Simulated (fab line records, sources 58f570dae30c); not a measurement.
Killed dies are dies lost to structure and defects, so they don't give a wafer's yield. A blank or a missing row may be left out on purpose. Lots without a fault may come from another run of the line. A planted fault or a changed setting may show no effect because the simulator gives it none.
Which tool did it? | flow berkeley_cmos170 | 14 lots, 42 wafers sampled, at 2 steps of a route of 331

WHAT THE GAUGES READ, wafer by wafer
UCB170_V2_BOW_MEAS_03. Usual: V2_BOW 37 um, standard deviation 6.6.
lot  | measured     | on            | V2_BOW (um) | flag
L991 | day 7 08:53  | film_metro-03 | 36 38 42    |
L990 | day 7 10:13  | film_metro-04 | 44 30 35    |
L994 | day 8 19:03  | film_metro-04 | 30 32 39    |
L996 | day 8 21:06  | film_metro-02 | 36 43 41    |
L993 | day 8 21:27  | film_metro-03 | 42 41 40    |
L100 | day 9 02:46  | film_metro-02 | 36 23 35    |
L101 | day 10 02:51 | film_metro-02 | 39 35 37    |
L106 | day 10 18:56 | film_metro-04 | 37 40 42    |
L104 | day 10 22:49 | film_metro-02 | 46 39 35    |
L107 | day 11 11:31 | film_metro-04 | 34 45 35    |
L108 | day 11 13:30 | film_metro-04 | 32 40 40    |
L110 | day 11 14:21 | film_metro-02 | 31 30 40    |
L112 | day 11 21:16 | film_metro-02 | 38 38 45    |
L113 | day 11 21:40 | film_metro-03 | 30 49 31    |

WHICH TOOL RAN EACH LOT (tool, then ch and the chambers of the sampled wafers, then the start)
lot  | UCB170_V2_CMP_02
L991 | cmp-01 ch 1,2,3, day 7 08:39
L990 | cmp-02 ch 1,2,3, day 7 09:55
L994 | cmp-02 ch 0,2,3, day 8 18:51
L996 | cmp-01 ch 0,1,3, day 8 20:51
L993 | cmp-02 ch 0,1,2, day 8 21:07
L100 | cmp-01 ch 0,2,3, day 9 02:28
L101 | cmp-01 ch 2,3, day 10 02:36
L106 | cmp-02 ch 0,1, day 10 18:35
L104 | cmp-02 ch 2,3, day 10 22:33
L107 | cmp-01 ch 1,2, day 11 11:13
L108 | cmp-02 ch 1,2,3, day 11 13:12
L110 | cmp-02 ch 0,2,3, day 11 14:02
L112 | cmp-02 ch 0,1,2, day 11 20:58
L113 | cmp-02 ch 0,1,3, day 11 21:25
- UCB170_V2_CMP_02: polishes SiO2.

WHAT THE TOOLS THEMSELVES READ (means of the sampled wafers that have a number; where no wafer has one, the mark that the record gives instead)
UCB170_V2_CMP_02. Usual: edge_zone_pressure_frac 1.000, standard deviation 0.0049; motor_current_A 15.6 A, standard deviation 1.1; slurry_filter_dp_kPa 13.52 kPa, standard deviation 0.13.
lot  | tool   | edge_zone_pressure_frac | motor_current_A (A) | slurry_filter_dp_kPa (kPa) | flag
L991 | cmp-01 | 0.997                   | 15.1                | 13.54                      |
L990 | cmp-02 | 1.002                   | 15.8                | 13.57                      |
L994 | cmp-02 | 1.002                   | 16.1                | 13.53                      |
L996 | cmp-01 | 0.996                   | 16.2                | 13.52                      |
L993 | cmp-02 | 1.001                   | 16.3                | 13.49                      |
L100 | cmp-01 | 0.998                   | 15.3                | 13.42                      |
L101 | cmp-01 | 1.000                   | 15.1                | 13.52                      |
L106 | cmp-02 | 1.003                   | 15.6                | 13.55                      |
L104 | cmp-02 | 1.002                   | 16.9                | 13.52                      |
L107 | cmp-01 | 1.006                   | 14.8                | 13.52                      |
L108 | cmp-02 | 1.003                   | 16.1                | 13.48                      |
L110 | cmp-02 | 1.002                   | 16.1                | 13.62                      |
L112 | cmp-02 | 0.999                   | 16.0                | 13.52                      |
L113 | cmp-02 | 0.998                   | 15.1                | 13.40                      |

THE ANSWER, worked out from the rows above alone
Rule: a lot is off if the mean of its wafers that have a number lies more than 3 standard deviations from the usual mean. A lot without any number at a reading at which 4 lots or more have one is off too. The other lots that the step has rows for count as sound. The gauges are gone through in route order, then the tools' own readings, and for those a lot's mean is taken as printed above. The first step at which some lot is off is used, and at that step the reading that is off furthest; a lot without a number counts as furthest.
No lot is off at any reading shown: from this, nothing can be told.

WHAT THE SIMULATOR HAD PUT IN
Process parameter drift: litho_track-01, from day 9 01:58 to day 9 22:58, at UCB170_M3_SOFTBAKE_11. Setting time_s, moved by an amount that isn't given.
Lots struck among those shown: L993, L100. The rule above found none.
